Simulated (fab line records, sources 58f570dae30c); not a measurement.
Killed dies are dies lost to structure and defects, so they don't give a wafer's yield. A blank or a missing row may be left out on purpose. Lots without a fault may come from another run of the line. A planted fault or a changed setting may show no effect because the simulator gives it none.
Tool commonality check | flow berkeley_cmos170 | 14 lots, 42 wafers sampled

WHY IT WAS OPENED
At UCB170_CONTACT_CD_MEAS_15 the reading cd_nm is flagged on 2 of 14 lots. Wafers without a fault read 699.8 nm, standard deviation 1.2.
Rule: a lot is flagged when every wafer of it that has a number lies more than 4 standard deviations from that mean, or none has a number. The other lots count as sound.

lot  | measured     | on        | cd_nm (nm), wafer by wafer | flag
L889 | day 8 14:40  | cd_sem-02 | 700.0 699.1 699.0          |
L891 | day 9 00:41  | cd_sem-02 | 699.7 699.5 699.8          |
L894 | day 9 03:47  | cd_sem-02 | 700.3 701.3 700.3          |
L893 | day 9 04:37  | cd_sem-02 | 699.5 699.5 699.9          |
L898 | day 10 07:30 | cd_sem-02 | 699.8 699.4 701.4          |
L900 | day 11 02:23 | cd_sem-02 | 698.8 699.1 698.8          |
L902 | day 11 06:56 | cd_sem-01 | 746.0 747.5 745.7          | FLAGGED
L905 | day 11 10:38 | cd_sem-01 | 736.4 736.6 737.0          | FLAGGED
L904 | day 11 10:53 | cd_sem-02 | 698.2 699.4 698.1          |
L906 | day 12 07:53 | cd_sem-01 | 699.2 700.8 701.2          |
L911 | day 13 01:08 | cd_sem-01 | 698.1 700.4 700.3          |
L909 | day 13 01:22 | cd_sem-01 | 697.7 697.3 698.5          |
L912 | day 13 01:49 | cd_sem-01 | 697.0 699.1 698.9          |
L910 | day 13 03:08 | cd_sem-01 | 700.5 700.1 701.0          |
The numbers of the flagged lots are 741.5 nm on average: +41.7 nm against the usual, or +35 standard deviations.

WHICH TOOL RAN EACH LOT
The record holds 2 process steps before the reading, out of a route of 331 steps. In each cell: the tool, then ch and the chambers that the sampled wafers went through, then the start.
lot  | flag    | UCB170_GATE_STRIP_16                 | UCB170_CONTACT_PEB_13
L889 |         | plasma_asher-04 ch 0,1, day 7 15:32  | litho_track-04 ch 0, day 8 14:24
L891 |         | plasma_asher-01 ch 1, day 8 02:16    | litho_track-04 ch 0, day 9 00:24
L894 |         | plasma_asher-02 ch 0,1, day 8 02:08  | litho_track-03 ch 0, day 9 03:30
L893 |         | plasma_asher-04 ch 0,1, day 8 02:59  | litho_track-03 ch 0, day 9 04:00
L898 |         | plasma_asher-01 ch 0, day 9 09:39    | litho_track-03 ch 0, day 10 07:14
L900 |         | plasma_asher-01 ch 0,1, day 10 00:55 | litho_track-01 ch 0, day 11 02:07
L902 | FLAGGED | plasma_asher-02 ch 0,1, day 10 00:33 | litho_track-01 ch 0, day 11 06:36
L905 | FLAGGED | plasma_asher-04 ch 0,1, day 10 13:29 | litho_track-01 ch 0, day 11 10:22
L904 |         | plasma_asher-02 ch 0,1, day 10 13:44 | litho_track-04 ch 0, day 11 10:37
L906 |         | plasma_asher-01 ch 0, day 10 21:33   | litho_track-03 ch 0, day 12 07:31
L911 |         | plasma_asher-02 ch 0,1, day 11 19:02 | litho_track-03 ch 0, day 13 00:00
L909 |         | plasma_asher-01 ch 0,1, day 11 19:09 | litho_track-04 ch 0, day 13 01:00
L912 |         | plasma_asher-01 ch 0,1, day 12 02:39 | litho_track-03 ch 0, day 13 01:26
L910 |         | plasma_asher-02 ch 0,1, day 11 19:17 | litho_track-04 ch 0, day 13 02:13
What these steps do:
- UCB170_GATE_STRIP_16: strips in O2.
- UCB170_CONTACT_PEB_13
- UCB170_CONTACT_CD_MEAS_15: target cd 700 nm.

FLAGGED OVER TOTAL, TOOL BY TOOL (the gauges that took the reading come last)
step                      | tool            | lots run | flagged | share of the flagged lots | sound lots run after its first flagged lot
UCB170_GATE_STRIP_16      | plasma_asher-01 | 6        | 0       | none                      | -
UCB170_GATE_STRIP_16      | plasma_asher-02 | 5        | 1       | some                      | 3 (L904,L911,L910)
UCB170_GATE_STRIP_16      | plasma_asher-04 | 3        | 1       | some                      | 0
UCB170_CONTACT_PEB_13     | litho_track-01  | 3        | 2       | all                       | 0
UCB170_CONTACT_PEB_13     | litho_track-03  | 6        | 0       | none                      | -
UCB170_CONTACT_PEB_13     | litho_track-04  | 5        | 0       | none                      | -
UCB170_CONTACT_CD_MEAS_15 | cd_sem-01       | 7        | 2       | all                       | 5 (L906,L911,L909,L912,L910)
UCB170_CONTACT_CD_MEAS_15 | cd_sem-02       | 7        | 0       | none                      | -

WHAT THE TABLE ALLOWS
2 rows of the table ran every flagged lot: litho_track-01 at UCB170_CONTACT_PEB_13, cd_sem-01 at UCB170_CONTACT_CD_MEAS_15.
- litho_track-01 at UCB170_CONTACT_PEB_13: 2 of its 3 lots flagged. Its last sound lot is L900 (day 11 02:07), its first flagged lot L902 (day 11 06:36): a fault that began between those two fits. Its own readings lie more than 4 standard deviations out on every wafer of the flagged lots: plate_temp_C.
- cd_sem-01 at UCB170_CONTACT_CD_MEAS_15: 2 of its 7 lots flagged. Sound lots ran on it after the first flagged one (L906, L911, L909, L912, L910), which a lasting fault on the whole tool wouldn't allow.
One tool is left: litho_track-01 at UCB170_CONTACT_PEB_13.

WHAT THE SIMULATOR HAD PUT IN
Process parameter drift: litho_track-01, from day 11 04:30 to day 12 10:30, at UCB170_CONTACT_PEB_13. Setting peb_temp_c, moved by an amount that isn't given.
Lots struck among those shown: L902, L905. The rule above found the same.
